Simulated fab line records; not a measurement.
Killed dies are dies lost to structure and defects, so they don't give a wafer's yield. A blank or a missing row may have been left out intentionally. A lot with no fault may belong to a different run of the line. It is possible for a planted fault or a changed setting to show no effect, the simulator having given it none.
fab line records || flow ritCmos || part 2 of 2: steps 34 to 43 of 43
record {"lots": 5, "wafers": 15, "lastDay": 8}
route steps=202 shown SPACER@128 NSD@131 PSD@142 SDANNEAL@153 PLDD@159 NLDD@160 SILICIDE@161 CONTACT@168
lots with no fault: from the same line, run without faults
startH: hours from the record's opening day to when the first of the lot's shown wafers began || waitH: hours elapsed since this lot's preceding step || " same as the row above || L1.1+2: a single row standing in for several wafers || - no value present, or no start provided || * or withheld: withheld || < > ~ a bound
route shown NAME@n: a module of which the file shows steps, and the number in the route of the first || usual: mean/standard deviation taken from wafers without a fault || same: alike in all rows || chamber/n: place in a boat || sites: the reading at each site || _std_site: how widely they spread, as a standard deviation || _edge_site: inner sites' mean taken away from outer sites' mean || radiusMm: for every site, how far away it sits from the centre of the wafer || mask NAME#n: copy n || behind: the most recent tool/chamber to have shaped the wafer || hold: why the lot went on hold/how many hours it stayed there/how the hold came to an end || device: which transistor (n, p or np) failed to switch || end of line: the tests these same wafers got at the end of their route || step lacking rows: just its recipe || killed: dies that structure and defects cost at the first sort, which is not the same as the wafer's yield || map: a wafer's dies, x killed, . not, _ none there
set.NAME: setting as actually run; set.NAME@STEP: the setting as run at that earlier step || model.NAME: the simulator's own value behind a step, which no gauge read
certain route steps with their lots: each step a table, each wafer a row
services: the hour from which a tool's chamber was out of use, counted from the record's first day as startH (under 0 if before that day), plus the number of hours and why
## steps
# step RIT_SILICIDE_WET_ETCH_00
# recipe {"chemistry": "BOE", "target": "SiO2", "targetDepthNm": 14, "timeS": 15, "dry": "n2Spin", "dilution": "10:1", "tempC": 21.5}
# usual {"tempC": "21.50/0.11"}
{"lot.wafer": "L074.2", "tool": "wetBench-03", "chamber": 0, "startH": 51.75, "waitH": 0.1, "tempC": 21.64}
{"lot.wafer": "L074.3", "tool": "wetBench-03", "chamber": 0, "startH": 51.75, "waitH": 0.1, "tempC": 21.49}
{"lot.wafer": "L074.4", "tool": "wetBench-03", "chamber": 0, "startH": 51.75, "waitH": 0.1, "tempC": 21.66}
{"lot.wafer": "L077.1", "tool": "wetBench-03", "chamber": 1, "startH": 72.31, "waitH": 0.1, "tempC": 21.40}
{"lot.wafer": "L077.2", "tool": "wetBench-03", "chamber": 1, "startH": 72.31, "waitH": 0.1, "tempC": 21.48}
{"lot.wafer": "L077.3", "tool": "wetBench-03", "chamber": 1, "startH": 72.31, "waitH": 0.1, "tempC": 21.59}
{"lot.wafer": "L081.4", "tool": "wetBench-01", "chamber": 0, "startH": 91.32, "waitH": 0.0, "tempC": 21.56}
{"lot.wafer": "L081.5", "tool": "wetBench-01", "chamber": 0, "startH": 91.32, "waitH": 0.0, "tempC": 21.56}
{"lot.wafer": "L081.6", "tool": "wetBench-01", "chamber": 0, "startH": 91.32, "waitH": 0.0, "tempC": 21.49}
{"lot.wafer": "L087.2", "tool": "wetBench-01", "chamber": 3, "startH": 121.98, "waitH": 0.1, "tempC": 21.34}
{"lot.wafer": "L087.4", "tool": "wetBench-01", "chamber": 3, "startH": 121.98, "waitH": 0.1, "tempC": 21.43}
{"lot.wafer": "L087.6", "tool": "wetBench-01", "chamber": 3, "startH": 121.98, "waitH": 0.1, "tempC": 21.56}
{"lot.wafer": "L097.1", "tool": "wetBench-03", "chamber": 2, "startH": 187.60, "waitH": 0.1, "tempC": 21.61}
{"lot.wafer": "L097.2", "tool": "wetBench-03", "chamber": 2, "startH": 187.60, "waitH": 0.1, "tempC": 21.53}
{"lot.wafer": "L097.6", "tool": "wetBench-03", "chamber": 2, "startH": 187.60, "waitH": 0.1, "tempC": 21.65}
# step RIT_SILICIDE_SPUTTER_01
# recipe {"material": "Ti", "targetThkNm": 30, "powerW": 350, "chamberPressurePa": 0.667, "gas": "Ar", "timeS": 240, "substrateTempC": 25}
# usual {"throttleValvePct": "30.5/0.85"}
{"lot.wafer": "L074.2", "tool": "pvdSputter-01", "chamber": "-", "startH": 51.76, "waitH": 0.0, "throttleValvePct": 30.0}
{"lot.wafer": "L074.3", "tool": "pvdSputter-01", "chamber": "-", "startH": 51.76, "waitH": 0.0, "throttleValvePct": 30.1}
{"lot.wafer": "L074.4", "tool": "pvdSputter-01", "chamber": "-", "startH": 51.76, "waitH": 0.0, "throttleValvePct": 28.9}
{"lot.wafer": "L077.1", "tool": "pvdSputter-03", "chamber": "-", "startH": 72.32, "waitH": 0.0, "throttleValvePct": 29.5}
{"lot.wafer": "L077.2", "tool": "pvdSputter-03", "chamber": "-", "startH": 72.32, "waitH": 0.0, "throttleValvePct": 29.5}
{"lot.wafer": "L077.3", "tool": "pvdSputter-03", "chamber": "-", "startH": 72.32, "waitH": 0.0, "throttleValvePct": 30.3}
{"lot.wafer": "L081.4", "tool": "pvdSputter-03", "chamber": "-", "startH": 91.34, "waitH": 0.0, "throttleValvePct": 29.7}
{"lot.wafer": "L081.5", "tool": "pvdSputter-03", "chamber": "-", "startH": 91.34, "waitH": 0.0, "throttleValvePct": 30.0}
{"lot.wafer": "L081.6", "tool": "pvdSputter-03", "chamber": "-", "startH": 91.34, "waitH": 0.0, "throttleValvePct": 31.2}
{"lot.wafer": "L087.2", "tool": "pvdSputter-03", "chamber": "-", "startH": 121.99, "waitH": 0.0, "throttleValvePct": 29.7}
{"lot.wafer": "L087.4", "tool": "pvdSputter-03", "chamber": "-", "startH": 121.99, "waitH": 0.0, "throttleValvePct": 30.2}
{"lot.wafer": "L087.6", "tool": "pvdSputter-03", "chamber": "-", "startH": 121.99, "waitH": 0.0, "throttleValvePct": 29.5}
{"lot.wafer": "L097.1", "tool": "pvdSputter-02", "chamber": "-", "startH": 187.61, "waitH": 0.0, "throttleValvePct": 32.3}
{"lot.wafer": "L097.2", "tool": "pvdSputter-02", "chamber": "-", "startH": 187.61, "waitH": 0.0, "throttleValvePct": 30.5}
{"lot.wafer": "L097.6", "tool": "pvdSputter-02", "chamber": "-", "startH": 187.61, "waitH": 0.0, "throttleValvePct": 30.5}
# step RIT_SILICIDE_RS_MEAS_02
# recipe {"thkMeasGauge": "four-point-probe", "reads": "Ti_of_SILICIDE_SPUTTER_01"}
# usual {"SILICIDE_TI_RS": "48.1/0.76"}
{"lot.wafer": "L074.2", "tool": "filmMetro-04", "chamber": "-", "startH": 51.95, "waitH": 0.1, "SILICIDE_TI_RS[ohm/sq]": 48.5}
{"lot.wafer": "L074.3", "tool": "filmMetro-04", "chamber": "-", "startH": 51.95, "waitH": 0.1, "SILICIDE_TI_RS[ohm/sq]": 47.3}
{"lot.wafer": "L074.4", "tool": "filmMetro-04", "chamber": "-", "startH": 51.95, "waitH": 0.1, "SILICIDE_TI_RS[ohm/sq]": 48.0}
{"lot.wafer": "L077.1", "tool": "filmMetro-04", "chamber": "-", "startH": 72.47, "waitH": 0.1, "SILICIDE_TI_RS[ohm/sq]": 47.6}
{"lot.wafer": "L077.2", "tool": "filmMetro-04", "chamber": "-", "startH": 72.47, "waitH": 0.1, "SILICIDE_TI_RS[ohm/sq]": 47.2}
{"lot.wafer": "L077.3", "tool": "filmMetro-04", "chamber": "-", "startH": 72.47, "waitH": 0.1, "SILICIDE_TI_RS[ohm/sq]": 47.3}
{"lot.wafer": "L081.4", "tool": "filmMetro-04", "chamber": "-", "startH": 91.55, "waitH": 0.1, "SILICIDE_TI_RS[ohm/sq]": 48.4}
{"lot.wafer": "L081.5", "tool": "filmMetro-04", "chamber": "-", "startH": 91.55, "waitH": 0.1, "SILICIDE_TI_RS[ohm/sq]": 48.1}
{"lot.wafer": "L081.6", "tool": "filmMetro-04", "chamber": "-", "startH": 91.55, "waitH": 0.1, "SILICIDE_TI_RS[ohm/sq]": 49.9}
{"lot.wafer": "L087.2", "tool": "filmMetro-02", "chamber": "-", "startH": 122.16, "waitH": 0.1, "SILICIDE_TI_RS[ohm/sq]": 46.8}
{"lot.wafer": "L087.4", "tool": "filmMetro-02", "chamber": "-", "startH": 122.16, "waitH": 0.1, "SILICIDE_TI_RS[ohm/sq]": 47.2}
{"lot.wafer": "L087.6", "tool": "filmMetro-02", "chamber": "-", "startH": 122.16, "waitH": 0.1, "SILICIDE_TI_RS[ohm/sq]": 46.5}
{"lot.wafer": "L097.1", "tool": "filmMetro-01", "chamber": "-", "startH": 187.76, "waitH": 0.1, "SILICIDE_TI_RS[ohm/sq]": 47.9}
{"lot.wafer": "L097.2", "tool": "filmMetro-01", "chamber": "-", "startH": 187.76, "waitH": 0.1, "SILICIDE_TI_RS[ohm/sq]": 47.3}
{"lot.wafer": "L097.6", "tool": "filmMetro-01", "chamber": "-", "startH": 187.76, "waitH": 0.1, "SILICIDE_TI_RS[ohm/sq]": 47.4}
# step RIT_SILICIDE_THK_MEAS_03
# recipe {"thkMeasGauge": "xrf", "reads": "Ti_of_SILICIDE_SPUTTER_01"}
# usual {"SILICIDE_TI_THK": "30.4/0.44"}
{"lot.wafer": "L074.2", "tool": "filmMetro-04", "chamber": "-", "startH": 52.06, "waitH": 0.1, "SILICIDE_TI_THK[nm]": 30.1}
{"lot.wafer": "L074.3", "tool": "filmMetro-04", "chamber": "-", "startH": 52.06, "waitH": 0.1, "SILICIDE_TI_THK[nm]": 30.9}
{"lot.wafer": "L074.4", "tool": "filmMetro-04", "chamber": "-", "startH": 52.06, "waitH": 0.1, "SILICIDE_TI_THK[nm]": 30.5}
{"lot.wafer": "L077.1", "tool": "filmMetro-04", "chamber": "-", "startH": 72.59, "waitH": 0.1, "SILICIDE_TI_THK[nm]": 30.4}
{"lot.wafer": "L077.2", "tool": "filmMetro-04", "chamber": "-", "startH": 72.59, "waitH": 0.1, "SILICIDE_TI_THK[nm]": 30.8}
{"lot.wafer": "L077.3", "tool": "filmMetro-04", "chamber": "-", "startH": 72.59, "waitH": 0.1, "SILICIDE_TI_THK[nm]": 30.6}
{"lot.wafer": "L081.4", "tool": "filmMetro-04", "chamber": "-", "startH": 91.64, "waitH": 0.1, "SILICIDE_TI_THK[nm]": 30.1}
{"lot.wafer": "L081.5", "tool": "filmMetro-04", "chamber": "-", "startH": 91.64, "waitH": 0.1, "SILICIDE_TI_THK[nm]": 30.2}
{"lot.wafer": "L081.6", "tool": "filmMetro-04", "chamber": "-", "startH": 91.64, "waitH": 0.1, "SILICIDE_TI_THK[nm]": 29.4}
{"lot.wafer": "L087.2", "tool": "filmMetro-02", "chamber": "-", "startH": 122.27, "waitH": 0.1, "SILICIDE_TI_THK[nm]": 31.1}
{"lot.wafer": "L087.4", "tool": "filmMetro-02", "chamber": "-", "startH": 122.27, "waitH": 0.1, "SILICIDE_TI_THK[nm]": 30.9}
{"lot.wafer": "L087.6", "tool": "filmMetro-02", "chamber": "-", "startH": 122.27, "waitH": 0.1, "SILICIDE_TI_THK[nm]": 31.2}
{"lot.wafer": "L097.1", "tool": "filmMetro-01", "chamber": "-", "startH": 187.88, "waitH": 0.1, "SILICIDE_TI_THK[nm]": 30.6}
{"lot.wafer": "L097.2", "tool": "filmMetro-01", "chamber": "-", "startH": 187.88, "waitH": 0.1, "SILICIDE_TI_THK[nm]": 30.8}
{"lot.wafer": "L097.6", "tool": "filmMetro-01", "chamber": "-", "startH": 187.88, "waitH": 0.1, "SILICIDE_TI_THK[nm]": 31.0}
# step RIT_SILICIDE_RTA_04
# recipe {"tempC": 650, "timeS": 10, "idleTempC": 25, "rampUpS": 5, "rampDownS": 5, "coolToC": 25, "ambient": "N2"}
# usual {"wafer_temp_C_max": "653.5/1.4"}
{"lot.wafer": "L074.2", "tool": "rtpAnneal-01", "chamber": 0, "startH": 52.12, "waitH": 0.1, "wafer_temp_C_max": 651.9}
{"lot.wafer": "L074.3", "tool": "rtpAnneal-01", "chamber": 0, "startH": 52.12, "waitH": 0.1, "wafer_temp_C_max": 653.4}
{"lot.wafer": "L074.4", "tool": "rtpAnneal-01", "chamber": 0, "startH": 52.12, "waitH": 0.1, "wafer_temp_C_max": 652.1}
{"lot.wafer": "L077.1", "tool": "rtpAnneal-02", "chamber": 0, "startH": 72.65, "waitH": 0.1, "wafer_temp_C_max": 653.8}
{"lot.wafer": "L077.2", "tool": "rtpAnneal-02", "chamber": 0, "startH": 72.65, "waitH": 0.1, "wafer_temp_C_max": 654.8}
{"lot.wafer": "L077.3", "tool": "rtpAnneal-02", "chamber": 0, "startH": 72.65, "waitH": 0.1, "wafer_temp_C_max": 656.8}
{"lot.wafer": "L081.4", "tool": "rtpAnneal-02", "chamber": 0, "startH": 91.70, "waitH": 0.1, "wafer_temp_C_max": 654.4}
{"lot.wafer": "L081.5", "tool": "rtpAnneal-02", "chamber": 0, "startH": 91.70, "waitH": 0.1, "wafer_temp_C_max": 654.3}
{"lot.wafer": "L081.6", "tool": "rtpAnneal-02", "chamber": 0, "startH": 91.70, "waitH": 0.1, "wafer_temp_C_max": 654.1}
{"lot.wafer": "L087.2", "tool": "rtpAnneal-02", "chamber": 0, "startH": 122.34, "waitH": 0.1, "wafer_temp_C_max": 654.0}
{"lot.wafer": "L087.4", "tool": "rtpAnneal-02", "chamber": 0, "startH": 122.34, "waitH": 0.1, "wafer_temp_C_max": 656.0}
{"lot.wafer": "L087.6", "tool": "rtpAnneal-02", "chamber": 0, "startH": 122.34, "waitH": 0.1, "wafer_temp_C_max": 653.7}
{"lot.wafer": "L097.1", "tool": "rtpAnneal-01", "chamber": 0, "startH": 187.94, "waitH": 0.1, "wafer_temp_C_max": 652.7}
{"lot.wafer": "L097.2", "tool": "rtpAnneal-01", "chamber": 0, "startH": 187.94, "waitH": 0.1, "wafer_temp_C_max": 651.7}
{"lot.wafer": "L097.6", "tool": "rtpAnneal-01", "chamber": 0, "startH": 187.94, "waitH": 0.1, "wafer_temp_C_max": 651.7}
# step RIT_SILICIDE_WET_ETCH_05
# recipe {"chemistry": "SPM", "target": "Ti", "tempC": 90, "timeS": 120, "dry": "n2Spin"}
# usual {"tempC": "90.01/0.12"}
{"lot.wafer": "L074.2", "tool": "wetBench-04", "chamber": 0, "startH": 52.18, "waitH": 0.0, "tempC": 90.10}
{"lot.wafer": "L074.3", "tool": "wetBench-04", "chamber": 0, "startH": 52.18, "waitH": 0.0, "tempC": 90.02}
{"lot.wafer": "L074.4", "tool": "wetBench-04", "chamber": 0, "startH": 52.18, "waitH": 0.0, "tempC": 90.31}
{"lot.wafer": "L077.1", "tool": "wetBench-03", "chamber": 3, "startH": 72.72, "waitH": 0.1, "tempC": 90.22}
{"lot.wafer": "L077.2", "tool": "wetBench-03", "chamber": 3, "startH": 72.72, "waitH": 0.1, "tempC": 90.12}
{"lot.wafer": "L077.3", "tool": "wetBench-03", "chamber": 3, "startH": 72.72, "waitH": 0.1, "tempC": 89.82}
{"lot.wafer": "L081.4", "tool": "wetBench-04", "chamber": 3, "startH": 91.73, "waitH": 0.0, "tempC": 90.22}
{"lot.wafer": "L081.5", "tool": "wetBench-04", "chamber": 3, "startH": 91.73, "waitH": 0.0, "tempC": 90.16}
{"lot.wafer": "L081.6", "tool": "wetBench-04", "chamber": 3, "startH": 91.73, "waitH": 0.0, "tempC": 90.06}
{"lot.wafer": "L087.2", "tool": "wetBench-04", "chamber": 2, "startH": 122.45, "waitH": 0.1, "tempC": 89.98}
{"lot.wafer": "L087.4", "tool": "wetBench-04", "chamber": 2, "startH": 122.45, "waitH": 0.1, "tempC": 89.92}
{"lot.wafer": "L087.6", "tool": "wetBench-04", "chamber": 2, "startH": 122.45, "waitH": 0.1, "tempC": 90.11}
{"lot.wafer": "L097.1", "tool": "wetBench-04", "chamber": 3, "startH": 188.01, "waitH": 0.1, "tempC": 90.19}
{"lot.wafer": "L097.2", "tool": "wetBench-04", "chamber": 3, "startH": 188.01, "waitH": 0.1, "tempC": 90.09}
{"lot.wafer": "L097.6", "tool": "wetBench-04", "chamber": 3, "startH": 188.01, "waitH": 0.1, "tempC": 90.05}
# step RIT_SILICIDE_RTA_06
# recipe {"tempC": 750, "timeS": 10, "idleTempC": 25, "rampUpS": 5, "rampDownS": 10, "coolToC": 25, "ambient": "N2"}
# usual {"wafer_temp_C_max": "754.1/1.5"}
{"lot.wafer": "L074.2", "tool": "rtpAnneal-02", "chamber": 0, "startH": 52.23, "waitH": 0.0, "wafer_temp_C_max": 755.2}
{"lot.wafer": "L074.3", "tool": "rtpAnneal-02", "chamber": 0, "startH": 52.23, "waitH": 0.0, "wafer_temp_C_max": 755.0}
{"lot.wafer": "L074.4", "tool": "rtpAnneal-02", "chamber": 0, "startH": 52.23, "waitH": 0.0, "wafer_temp_C_max": 755.9}
{"lot.wafer": "L077.1", "tool": "rtpAnneal-01", "chamber": 0, "startH": 72.76, "waitH": 0.0, "wafer_temp_C_max": 752.7}
{"lot.wafer": "L077.2", "tool": "rtpAnneal-01", "chamber": 0, "startH": 72.76, "waitH": 0.0, "wafer_temp_C_max": 753.5}
{"lot.wafer": "L077.3", "tool": "rtpAnneal-01", "chamber": 0, "startH": 72.76, "waitH": 0.0, "wafer_temp_C_max": 752.3}
{"lot.wafer": "L081.4", "tool": "rtpAnneal-01", "chamber": 0, "startH": 91.81, "waitH": 0.0, "wafer_temp_C_max": 754.0}
{"lot.wafer": "L081.5", "tool": "rtpAnneal-01", "chamber": 0, "startH": 91.81, "waitH": 0.0, "wafer_temp_C_max": 753.3}
{"lot.wafer": "L081.6", "tool": "rtpAnneal-01", "chamber": 0, "startH": 91.81, "waitH": 0.0, "wafer_temp_C_max": 752.1}
{"lot.wafer": "L087.2", "tool": "rtpAnneal-01", "chamber": 0, "startH": 122.51, "waitH": 0.0, "wafer_temp_C_max": 752.9}
{"lot.wafer": "L087.4", "tool": "rtpAnneal-01", "chamber": 0, "startH": 122.51, "waitH": 0.0, "wafer_temp_C_max": 752.5}
{"lot.wafer": "L087.6", "tool": "rtpAnneal-01", "chamber": 0, "startH": 122.51, "waitH": 0.0, "wafer_temp_C_max": 751.9}
{"lot.wafer": "L097.1", "tool": "rtpAnneal-02", "chamber": 0, "startH": 188.05, "waitH": 0.0, "wafer_temp_C_max": 753.9}
{"lot.wafer": "L097.2", "tool": "rtpAnneal-02", "chamber": 0, "startH": 188.05, "waitH": 0.0, "wafer_temp_C_max": 754.8}
{"lot.wafer": "L097.6", "tool": "rtpAnneal-02", "chamber": 0, "startH": 188.05, "waitH": 0.0, "wafer_temp_C_max": 755.7}
# step RIT_CONTACT_CVD_00
# recipe {"material": "SiO2", "targetThkNm": 400, "precursor": "TEOS", "tempC": 390, "timeS": 61, "rfW": 400}
# usual {"heaterPowerW": "302/42"}
{"lot.wafer": "L074.2", "tool": "pecvd-01", "chamber": 1, "startH": 52.28, "waitH": 0.0, "heaterPowerW": 270, "sinceWetCleanH": 608}
{"lot.wafer": "L074.3", "tool": "pecvd-01", "chamber": 0, "startH": 52.28, "waitH": 0.0, "heaterPowerW": 323, "sinceWetCleanH": 608}
{"lot.wafer": "L074.4", "tool": "pecvd-01", "chamber": 1, "startH": 52.28, "waitH": 0.0, "heaterPowerW": 289, "sinceWetCleanH": "-"}
{"lot.wafer": "L077.1", "tool": "pecvd-01", "chamber": 2, "startH": 72.83, "waitH": 0.1, "heaterPowerW": 320, "sinceWetCleanH": 628}
{"lot.wafer": "L077.2", "tool": "pecvd-01", "chamber": 1, "startH": 72.83, "waitH": 0.1, "heaterPowerW": 304, "sinceWetCleanH": 628}
{"lot.wafer": "L077.3", "tool": "pecvd-01", "chamber": 0, "startH": 72.83, "waitH": 0.1, "heaterPowerW": 340, "sinceWetCleanH": 628}
{"lot.wafer": "L081.4", "tool": "pecvd-03", "chamber": 0, "startH": 91.87, "waitH": 0.0, "heaterPowerW": 262, "sinceWetCleanH": "-"}
{"lot.wafer": "L081.5", "tool": "pecvd-03", "chamber": 1, "startH": 91.87, "waitH": 0.0, "heaterPowerW": 296, "sinceWetCleanH": "-"}
{"lot.wafer": "L081.6", "tool": "pecvd-03", "chamber": 2, "startH": 91.87, "waitH": 0.0, "heaterPowerW": 377, "sinceWetCleanH": "-"}
{"lot.wafer": "L087.2", "tool": "pecvd-03", "chamber": 0, "startH": 122.56, "waitH": 0.0, "heaterPowerW": 273, "sinceWetCleanH": 1068}
{"lot.wafer": "L087.4", "tool": "pecvd-03", "chamber": 2, "startH": 122.56, "waitH": 0.0, "heaterPowerW": 403, "sinceWetCleanH": "-"}
{"lot.wafer": "L087.6", "tool": "pecvd-03", "chamber": 1, "startH": 122.56, "waitH": 0.0, "heaterPowerW": 260, "sinceWetCleanH": "-"}
{"lot.wafer": "L097.1", "tool": "pecvd-01", "chamber": 2, "startH": 188.12, "waitH": 0.1, "heaterPowerW": 262, "sinceWetCleanH": 743}
{"lot.wafer": "L097.2", "tool": "pecvd-01", "chamber": 1, "startH": 188.12, "waitH": 0.1, "heaterPowerW": 343, "sinceWetCleanH": 743}
{"lot.wafer": "L097.6", "tool": "pecvd-01", "chamber": 1, "startH": 188.12, "waitH": 0.1, "heaterPowerW": 337, "sinceWetCleanH": "-"}
# step RIT_CONTACT_THK_MEAS_01
# recipe {"reads": "SiO2_of_CONTACT_CVD_00"}
# usual {"CONTACT_TEOS_THK": "401/4.7"}
{"lot.wafer": "L074.2", "tool": "filmMetro-04", "chamber": "-", "startH": 52.34, "waitH": 0.0, "CONTACT_TEOS_THK[nm]": 400}
{"lot.wafer": "L074.3", "tool": "filmMetro-04", "chamber": "-", "startH": 52.34, "waitH": 0.0, "CONTACT_TEOS_THK[nm]": 399}
{"lot.wafer": "L074.4", "tool": "filmMetro-04", "chamber": "-", "startH": 52.34, "waitH": 0.0, "CONTACT_TEOS_THK[nm]": 405}
{"lot.wafer": "L077.1", "tool": "filmMetro-03", "chamber": "-", "startH": 72.88, "waitH": 0.0, "CONTACT_TEOS_THK[nm]": 398}
{"lot.wafer": "L077.2", "tool": "filmMetro-03", "chamber": "-", "startH": 72.88, "waitH": 0.0, "CONTACT_TEOS_THK[nm]": 393}
{"lot.wafer": "L077.3", "tool": "filmMetro-03", "chamber": "-", "startH": 72.88, "waitH": 0.0, "CONTACT_TEOS_THK[nm]": 398}
{"lot.wafer": "L081.4", "tool": "filmMetro-02", "chamber": "-", "startH": 91.93, "waitH": 0.0, "CONTACT_TEOS_THK[nm]": 400}
{"lot.wafer": "L081.5", "tool": "filmMetro-02", "chamber": "-", "startH": 91.93, "waitH": 0.0, "CONTACT_TEOS_THK[nm]": 404}
{"lot.wafer": "L081.6", "tool": "filmMetro-02", "chamber": "-", "startH": 91.93, "waitH": 0.0, "CONTACT_TEOS_THK[nm]": 400}
{"lot.wafer": "L087.2", "tool": "filmMetro-03", "chamber": "-", "startH": 122.62, "waitH": 0.0, "CONTACT_TEOS_THK[nm]": 400}
{"lot.wafer": "L087.4", "tool": "filmMetro-03", "chamber": "-", "startH": 122.62, "waitH": 0.0, "CONTACT_TEOS_THK[nm]": 401}
{"lot.wafer": "L087.6", "tool": "filmMetro-03", "chamber": "-", "startH": 122.62, "waitH": 0.0, "CONTACT_TEOS_THK[nm]": 403}
{"lot.wafer": "L097.1", "tool": "filmMetro-02", "chamber": "-", "startH": 188.17, "waitH": 0.0, "CONTACT_TEOS_THK[nm]": 395}
{"lot.wafer": "L097.2", "tool": "filmMetro-02", "chamber": "-", "startH": 188.17, "waitH": 0.0, "CONTACT_TEOS_THK[nm]": 397}
{"lot.wafer": "L097.6", "tool": "filmMetro-02", "chamber": "-", "startH": 188.17, "waitH": 0.0, "CONTACT_TEOS_THK[nm]": 400}
# step RIT_CONTACT_HMDS_02
# recipe {"primeTimeS": 60, "primeTempC": 140}
# same {"primeTimeS": 60}
{"lot.wafer": "L074.2+3+4", "tool": "lithoTrack-04", "chamber": 0, "startH": 52.42, "waitH": 0.1}
{"lot.wafer": "L077.1+2+3", "tool": "lithoTrack-04", "chamber": 0, "startH": 72.94, "waitH": 0.1}
{"lot.wafer": "L081.4+5+6", "tool": "lithoTrack-01", "chamber": 0, "startH": 92.03, "waitH": 0.1}
{"lot.wafer": "L087.2+4+6", "tool": "lithoTrack-01", "chamber": 0, "startH": 122.70, "waitH": 0.1}
{"lot.wafer": "L097.1+2+6", "tool": "lithoTrack-03", "chamber": 0, "startH": 188.23, "waitH": 0.1}
## services
{"tool": "rtpAnneal-02", "chamber": "-", "startH": 21.76, "hours": 5.2, "kind": "pm"}
{"tool": "plasmaAsher-03", "chamber": "-", "startH": 27.16, "hours": 14.6, "kind": "pm"}
{"tool": "implanter-01", "chamber": "-", "startH": 31.29, "hours": 0.7, "kind": "repair"}
{"tool": "plasmaAsher-04", "chamber": "-", "startH": 35.24, "hours": 10.0, "kind": "pm"}
{"tool": "implanter-01", "chamber": "-", "startH": 38.64, "hours": 4.0, "kind": "pm"}
{"tool": "plasmaAsher-02", "chamber": "-", "startH": 44.58, "hours": 1.2, "kind": "repair"}
{"tool": "wetBench-01", "chamber": "-", "startH": 46.24, "hours": 33.6, "kind": "pm"}
{"tool": "plasmaAsher-04", "chamber": "-", "startH": 47.58, "hours": 3.2, "kind": "repair"}
{"tool": "implanter-04", "chamber": "-", "startH": 54.73, "hours": 10.3, "kind": "repair"}
{"tool": "pecvd-01", "chamber": 1, "startH": 87.03, "hours": 5.3, "kind": "repair"}
{"tool": "implanter-02", "chamber": "-", "startH": 88.23, "hours": 6.2, "kind": "repair"}
{"tool": "plasmaAsher-02", "chamber": "-", "startH": 92.16, "hours": 14.6, "kind": "pm"}
{"tool": "rieDiel-04", "chamber": 2, "startH": 107.10, "hours": 10.3, "kind": "repair"}
{"tool": "wetBench-01", "chamber": "-", "startH": 108.21, "hours": 1.2, "kind": "repair"}
{"tool": "pecvd-01", "chamber": 1, "startH": 109.23, "hours": 23.4, "kind": "repair"}
{"tool": "ilineStepper-01", "chamber": "-", "startH": 111.55, "hours": 2.7, "kind": "repair"}
{"tool": "plasmaAsher-04", "chamber": "-", "startH": 116.94, "hours": 2.9, "kind": "repair"}
{"tool": "lpcvd-01", "chamber": "-", "startH": 121.78, "hours": 2.5, "kind": "repair"}
{"tool": "pecvd-01", "chamber": "-", "startH": 124.83, "hours": 0.5, "kind": "repair"}
{"tool": "lpcvd-01", "chamber": "-", "startH": 127.36, "hours": 2.8, "kind": "pm"}
{"tool": "plasmaAsher-04", "chamber": "-", "startH": 167.00, "hours": 0.6, "kind": "repair"}
{"tool": "plasmaAsher-02", "chamber": "-", "startH": 168.22, "hours": 6.6, "kind": "repair"}
{"tool": "ilineStepper-02", "chamber": "-", "startH": 168.83, "hours": 1.7, "kind": "pm"}
{"tool": "rieDiel-04", "chamber": 0, "startH": 185.98, "hours": 9.4, "kind": "repair"}
